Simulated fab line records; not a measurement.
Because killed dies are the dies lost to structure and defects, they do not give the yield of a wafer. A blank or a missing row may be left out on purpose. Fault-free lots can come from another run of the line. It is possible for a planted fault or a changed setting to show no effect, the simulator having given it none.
Which tool was responsible? -- flow berkeleyCmos170 -- route of 331 steps, sampled at 1 step: 7 lots, 21 wafers

WHAT THE GAUGES READ, wafer by wafer
UCB170_START_THK_MEAS_03.
lot,measured,on,START_OXIDE_THK (nm)
L368,day 2 12:50,filmMetro-02,19.3 19.4 19.6
L370,day 2 23:55,filmMetro-02,20.1 20.0 20.1
L373,day 3 17:14,filmMetro-01,20.2 19.9 20.2
L376,day 4 08:25,filmMetro-01,20.9 21.0 20.8
L382,day 5 16:28,filmMetro-02,20.0 20.0 19.9
L384,day 6 01:33,filmMetro-01,20.1 20.5 20.3
L386,day 6 07:32,filmMetro-02,20.0 20.2 20.1

WHICH TOOL RAN EACH LOT (tool, then ch and the chambers of the sampled wafers, then the start)
Record: no process step prior to these readings.

THE ANSWER, worked out from the rows above alone
Rule: the usual values come from the lots themselves. The widest of any qualifying gaps counts: lots, ordered by their means at a reading, are off when they make up no more than a third of the lots, leave a main group of 4 or more, and stand apart from it by 3 or more times the standard deviation of that group's means. Not used: any main group whose means are identical at the precision the tables above print for the reading. Also off: a lot with no number at a reading for which 4 or more lots have one. All remaining lots with rows at the step are treated as sound.
No lot is off at any reading shown: from this, nothing can be told.

WHAT HAD BEEN PUT IN BY THE SIMULATOR
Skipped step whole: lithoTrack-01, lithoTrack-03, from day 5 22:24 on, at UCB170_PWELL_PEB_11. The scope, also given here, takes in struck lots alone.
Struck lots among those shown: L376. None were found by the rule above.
